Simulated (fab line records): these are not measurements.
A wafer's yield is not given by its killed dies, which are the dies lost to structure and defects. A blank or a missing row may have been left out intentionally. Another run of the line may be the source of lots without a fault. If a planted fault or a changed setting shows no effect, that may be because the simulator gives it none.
What tool caused it? ; flow berkeleyCmos170 ; 14 lots, 42 wafers sampled, at 5 steps of a route of 331

== WHAT THE GAUGES READ, wafer by wafer ==
UCB170_PWELL_TW_MEAS_17. Usual: PWELL_TW typically reads 377.6, with standard deviation 3.
lot;measured;on;PWELL_TW;flag
L926;day 3 01:54;filmMetro-02;380.4 378.0 381.0;
L927;day 3 02:09;filmMetro-04;374.1 373.2 374.2;
L928;day 3 07:49;filmMetro-04;373.9 376.2 373.8;
L931;day 4 00:46;filmMetro-01;381.1 378.1 377.5;
L934;day 4 19:12;filmMetro-01;379.2 378.6 379.3;
L935;day 4 19:35;filmMetro-04;378.2 377.6 375.9;
L936;day 5 01:20;filmMetro-02;380.8 380.8 381.2;
L937;day 5 09:53;filmMetro-01;379.4 378.5 377.8;
L942;day 6 04:45;filmMetro-04;374.3 374.8 376.1;
L943;day 6 21:23;filmMetro-02;381.0 380.2 381.2;
L944;day 6 22:01;filmMetro-02;383.0 380.0 380.8;
L947;day 7 12:36;filmMetro-01;379.6 377.8 377.9;
L948;day 7 12:50;filmMetro-04;371.3 372.1 373.1;
L949;day 7 22:34;filmMetro-02;381.0 382.0 380.6;

UCB170_M1_CD_MEAS_90: target cd 700 nm. Usual: cdNm 700 nm, standard deviation 3.1.
lot;measured;on;cdNm (nm);flag
L926;day 7 04:30;cdSem-01;695 699 697;
L927;day 7 02:34;cdSem-02;698 700 702;
L928;day 7 13:55;cdSem-01;697 699 699;
L931;day 7 19:24;cdSem-02;697 700 699;
L934;day 9 07:49;cdSem-02;700 702 699;
L935;day 9 06:58;cdSem-01;698 703 703;
L936;day 9 17:42;cdSem-02;693 694 697;
L937;day 10 03:26;cdSem-01;703 701 705;
L942;day 10 11:52;cdSem-02;706 704 705;
L943;day 11 14:29;cdSem-02;703 702 704;
L944;day 11 15:15;cdSem-02;696 694 701;
L947;day 12 01:53;cdSem-01;706 704 704;
L948;day 12 01:50;cdSem-02;694 698 696;
L949;day 12 11:40;cdSem-01;701 700 701;

UCB170_V2_THK_MEAS_04. Usual: V2_POLISHED_THK typically reads 999.7 nm, with standard deviation 1.9.
lot;measured;on;V2_POLISHED_THK (nm);flag
L926;day 7 14:58;filmMetro-02;997.8 999.3 1000.7;
L927;day 7 12:05;filmMetro-04;999.2 999.1 999.3;
L928;day 8 02:28;filmMetro-02;998.7 999.8 1000.4;
L931;day 8 11:03;filmMetro-03;999.7 1002.5 996.3;
L934;day 9 23:55;filmMetro-02;998.1 1000.3 998.9;
L935;day 9 23:31;filmMetro-02;998.2 1000.8 999.7;
L936;day 10 04:38;filmMetro-04;1000.1 999.0 1000.9;
L937;day 10 16:19;filmMetro-02;999.3 1002.7 999.8;
L942;day 10 22:48;filmMetro-03;999.5 999.4 997.3;
L943;day 12 02:19;filmMetro-02;999.5 998.6 999.6;
L944;day 12 01:14;filmMetro-04;999.1 1002.9 1004.2;
L947;day 12 14:36;filmMetro-03;1002.3 1001.3 1003.6;
L948;day 12 14:54;filmMetro-02;1001.1 997.6 998.6;
L949;day 13 01:27;filmMetro-04;1001.2 1001.0 995.3;

UCB170_V2_CD_MEAS_12: target cd 700 nm. Usual: cdNm 699.8 nm, standard deviation 1.2.
lot;measured;on;cdNm (nm);flag
L926;day 7 17:11;cdSem-02;697.0 698.3 697.8;
L927;day 7 13:11;cdSem-01;698.6 698.7 699.0;
L928;day 8 05:12;cdSem-02;699.9 698.7 699.2;
L931;day 8 16:44;cdSem-02;700.3 700.2 699.8;
L934;day 10 02:17;cdSem-01;700.7 701.7 700.7;
L935;day 10 02:02;cdSem-02;698.0 697.9 699.7;
L936;day 10 06:17;cdSem-02;754.1 754.1 754.8;OFF
L937;day 10 17:47;cdSem-01;751.2 751.3 750.0;OFF
L942;day 11 00:35;cdSem-01;699.0 700.9 700.9;
L943;day 12 03:29;cdSem-02;698.5 697.7 697.8;
L944;day 12 02:20;cdSem-01;698.9 699.6 699.6;
L947;day 12 16:17;cdSem-01;701.2 701.6 700.4;
L948;day 12 17:13;cdSem-01;700.0 699.6 700.3;
L949;day 13 03:52;cdSem-02;700.2 701.2 702.0;

== WHICH TOOL RAN EACH LOT (tool, then ch and the chambers of the sampled wafers, then the start) ==
lot;UCB170_V2_PEB_10
L926;lithoTrack-02 ch 0, day 7 16:55
L927;lithoTrack-01 ch 0, day 7 12:55
L928;lithoTrack-02 ch 0, day 8 04:56
L931;lithoTrack-01 ch 0, day 8 16:28
L934;lithoTrack-01 ch 0, day 10 02:01
L935;lithoTrack-01 ch 0, day 10 01:46
L936;lithoTrack-01 ch 0, day 10 06:01
L937;lithoTrack-01 ch 0, day 10 17:31
L942;lithoTrack-02 ch 0, day 11 00:19
L943;lithoTrack-04 ch 0, day 12 03:14
L944;lithoTrack-02 ch 0, day 12 02:04
L947;lithoTrack-04 ch 0, day 12 15:58
L948;lithoTrack-02 ch 0, day 12 16:56
L949;lithoTrack-04 ch 0, day 13 03:36
- UCB170_V2_PEB_10

== WHAT THE TOOLS THEMSELVES READ (means of the sampled wafers that have a number; where no wafer has one, the mark that the record gives instead) ==
UCB170_V2_PEB_10. Usual: heaterPowerTotalW 56.80 W, standard deviation 0.045; plateTempC 129.99 C, standard deviation 0.13.
lot;tool;heaterPowerTotalW (W);plateTempC (C);flag
L926;lithoTrack-02;56.82;130.14;
L927;lithoTrack-01;56.82;129.82;
L928;lithoTrack-02;56.80;130.05;
L931;lithoTrack-01;56.76;130.01;
L934;lithoTrack-01;56.78;129.95;
L935;lithoTrack-01;56.79;129.94;
L936;lithoTrack-01;64.80;143.94;OFF
L937;lithoTrack-01;64.84;143.90;OFF
L942;lithoTrack-02;56.77;130.03;
L943;lithoTrack-04;56.77;129.98;
L944;lithoTrack-02;56.80;130.11;
L947;lithoTrack-04;56.80;129.90;
L948;lithoTrack-02;56.80;129.86;
L949;lithoTrack-04;56.79;130.02;

== THE ANSWER, worked out from the rows above alone ==
Rule: a lot counts as off when the mean over its wafers that have a number is more than 3 standard deviations away from the usual mean. Also off: a lot with no number at a reading for which 4 or more lots have one. Where the step has rows for the other lots, those lots are counted as sound. First the gauges in route order, then the tools' own readings, where a lot's mean is used as printed above. At the first step where some lot is off, the reading lying furthest off is the one used; lots without a number count as furthest.
Off: L936, L937 (UCB170_V2_CD_MEAS_12, cdNm).
If a tool, at a process step before that reading, ran all the lots that are off and no sound lot after the first of them, it fits. Not tried: the gauges at UCB170_V2_CD_MEAS_12; whatever is off there is also off at UCB170_V2_PEB_10, on other tools, and gauge error can't account for it. One fits: lithoTrack-01 at UCB170_V2_PEB_10. A fault onset in the window from L934 (day 10 02:01, its last sound lot) to L936 (day 10 06:01, its first lot off) fits.
The tool's own readings at UCB170_V2_PEB_10 bear it out: on the lots that are off they differ by more than 5 times the standard deviation of the sound lots' means. heaterPowerTotalW reads 64.82 W there against 56.79 W on the sound lots; plateTempC reads 143.92 C there against 129.98 C on the sound lots.

== WHAT THE SIMULATOR PUT IN ==
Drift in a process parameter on lithoTrack-01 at UCB170_V2_PEB_10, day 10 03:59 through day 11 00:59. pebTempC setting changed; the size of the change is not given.
Shown lots that were struck: L936, L937. This agrees with what the rule above found.
